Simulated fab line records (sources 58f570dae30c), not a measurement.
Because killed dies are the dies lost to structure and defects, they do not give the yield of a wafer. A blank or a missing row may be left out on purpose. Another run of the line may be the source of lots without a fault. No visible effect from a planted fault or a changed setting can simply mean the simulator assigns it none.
Matching of chambers ; flow berkeley cmos170 ; UCB170_NWELL_ETCH_13 on rie diel-01 has 4 sister chambers
The step etches Si3N4 in CH3F/Ar/O2, stops on SiO2, target depth 246.4 nm, time 154 s. 4 wafers are shown with their chamber, then 7 later ones without.

== WAFERS PAIRED WITH THEIR CHAMBERS ==
wafer;chamber;drypump motor current A (A)
L754.6;0;6.5
L760.5;1;5.3
L762.5;3;5.9
L763.5;2;6.0

== WAFERS MISSING THEIR CHAMBER ==
wafer;drypump motor current A (A)
L763.6;5.3
L767.2;5.3
L767.4;6.1
L767.6;5.3
L768.1;5.3
L768.2;5.9
L768.4;6.0

== CHAMBER TAKEN BY EACH ==
wafer;from the rows above;in truth
L763.6;1;1
L767.2;1;1
L767.4;2;2
L767.6;1;1
L768.1;1;1
L768.2;3;3
L768.4;2;2
Placed correctly: 7 of 7. Left unplaced by these rows: 0. Wrongly placed: 0.
How it was worked out, from the rows above alone: a wafer's distance from a chamber is the root of the sum, over the readings, of the square of ((its reading less the chamber's mean) divided by the reading's scatter). If the next closest chamber is less than 2 further off than the closest, the wafer can't be placed; otherwise it belongs to the closest. For every chamber, the mean is computed from those of its wafers that are shown. The scatter (one wafer shown for each chamber): square how far every hidden wafer sits from the nearest shown wafer, average those squares and take the square root.
